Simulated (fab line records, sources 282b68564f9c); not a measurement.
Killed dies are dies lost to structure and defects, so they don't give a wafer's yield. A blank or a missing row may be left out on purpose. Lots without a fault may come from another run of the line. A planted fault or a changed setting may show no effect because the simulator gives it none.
Which tool did it? | flow rit_cmos | 14 lots, 42 wafers sampled, at 2 steps of a route of 202

WHAT THE GAUGES READ, wafer by wafer
RIT_WELLDRIVE_RS_MEAS_01: measures by four-point-probe.
lot  | measured    | on            | NWELL_RS (ohm/sq)
L585 | day 2 15:01 | film_metro-01 | 275.7 275.2 275.7
L586 | day 2 17:51 | film_metro-04 | 275.3 275.0 275.4
L588 | day 3 05:29 | film_metro-01 | 275.9 275.9 276.1
L591 | day 4 00:57 | film_metro-01 | 277.1 276.3 277.0
L592 | day 4 05:08 | film_metro-04 | 275.6 275.4 276.2
L593 | day 4 08:40 | film_metro-04 | 275.9 276.1 276.0
L595 | day 4 16:45 | film_metro-02 | 274.3 274.8 274.2
L596 | day 4 18:01 | film_metro-04 | 273.9 273.7 274.8
L597 | day 4 23:25 | film_metro-04 | 274.8 274.7 275.1
L599 | day 5 13:59 | film_metro-04 | 276.0 276.4 276.4
L601 | day 6 01:29 | film_metro-01 | 276.7 276.0 276.1
L602 | day 6 04:01 | film_metro-04 | 259.8 259.3 259.8
L605 | day 6 23:56 | film_metro-02 | 259.8 260.8 260.1
L607 | day 7 14:04 | film_metro-01 | 276.8 276.8 276.8

WHICH TOOL RAN EACH LOT (tool, then ch and the chambers of the sampled wafers, then the start)
lot  | RIT_NWELL_IMPLANT_08
L585 | implanter-03 ch 0, day 2 06:35
L586 | implanter-03 ch 0, day 2 09:05
L588 | implanter-04 ch 0, day 2 22:29
L591 | implanter-04 ch 0, day 3 17:23
L592 | implanter-02 ch 0, day 3 20:51
L593 | implanter-04 ch 0, day 3 23:45
L595 | implanter-03 ch 0, day 4 09:36
L596 | implanter-04 ch 0, day 4 11:00
L597 | implanter-03 ch 0, day 4 15:00
L599 | implanter-04 ch 0, day 5 03:12
L601 | implanter-04 ch 0, day 5 17:33
L602 | implanter-03 ch 0, day 5 20:59
L605 | implanter-03 ch 0, day 6 14:36
L607 | implanter-02 ch 0, day 7 06:28
- RIT_NWELL_IMPLANT_08

WHAT THE TOOLS THEMSELVES READ (means of the sampled wafers that have a number; where no wafer has one, the mark that the record gives instead)
RIT_NWELL_IMPLANT_08.
lot  | tool         | dose_ions_cm2 | end_station_pressure_torr (Torr) | faraday_current_uA
L585 | implanter-03 | 5e+13         | 5.28e-06                         | 161
L586 | implanter-03 | 5e+13         | 5.45e-06                         | 163
L588 | implanter-04 | 5e+13         | 5.28e-06                         | 159
L591 | implanter-04 | 5e+13         | 5.12e-06                         | 159
L592 | implanter-02 | 5e+13         | 5.16e-06                         | 157
L593 | implanter-04 | 5e+13         | 5.19e-06                         | 160
L595 | implanter-03 | 5e+13         | 4.90e-06                         | 157
L596 | implanter-04 | 5e+13         | 5.30e-06                         | 158
L597 | implanter-03 | 5e+13         | 5.04e-06                         | 158
L599 | implanter-04 | 5e+13         | 5.19e-06                         | 158
L601 | implanter-04 | 5e+13         | 5.24e-06                         | 157
L602 | implanter-03 | 6e+13         | 5.23e-06                         | 181
L605 | implanter-03 | 6e+13         | 5.20e-06                         | 173
L607 | implanter-02 | 5e+13         | 5.07e-06                         | 153

THE ANSWER, worked out from the rows above alone
Rule: what is usual is taken from the lots themselves. Put in order of their means at a reading, lots are off if they are a third of the lots or fewer, leave a main group of 4 or more, and stand apart from it by a gap of 3 or more times the standard deviation of the main group's means; of several such gaps the widest counts. A main group whose means are all the same, to the digits that the tables above print for the reading, isn't used. A lot without any number at a reading at which 4 lots or more have one is off too. The other lots that the step has rows for count as sound. The gauges are gone through in route order, then the tools' own readings, and for those a lot's mean is taken as printed above. The first step at which some lot is off is used, and at that step the reading that is off furthest; a lot without a number counts as furthest.
Off: L602, L605, at RIT_WELLDRIVE_RS_MEAS_01 (NWELL_RS). The main group: mean 275.7 ohm/sq, standard deviation 0.83.
A tool fits if, at a process step before that reading, it ran every lot that is off, and no sound lot after the first of them. The gauges at RIT_WELLDRIVE_RS_MEAS_01 aren't tried: what is off there is off at RIT_NWELL_IMPLANT_08 too, on other tools, and a gauge's error can't cause that. One fits: implanter-03 at RIT_NWELL_IMPLANT_08. Its last sound lot is L597 (day 4 15:00), its first lot that is off L602 (day 5 20:59): a fault that began between those two fits.
The tool's own readings at RIT_NWELL_IMPLANT_08 bear it out: on the lots that are off they differ by more than 5 times the standard deviation of the sound lots' means. dose_ions_cm2 reads 6e+13 there against 5e+13 on the sound lots; faraday_current_uA reads 177 there against 158 on the sound lots.

WHAT THE SIMULATOR HAD PUT IN
Process parameter drift: implanter-03, from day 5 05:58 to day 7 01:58, at RIT_NWELL_IMPLANT_08. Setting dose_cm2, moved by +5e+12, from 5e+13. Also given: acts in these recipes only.
Lots struck among those shown: L602, L605. The rule above found the same.
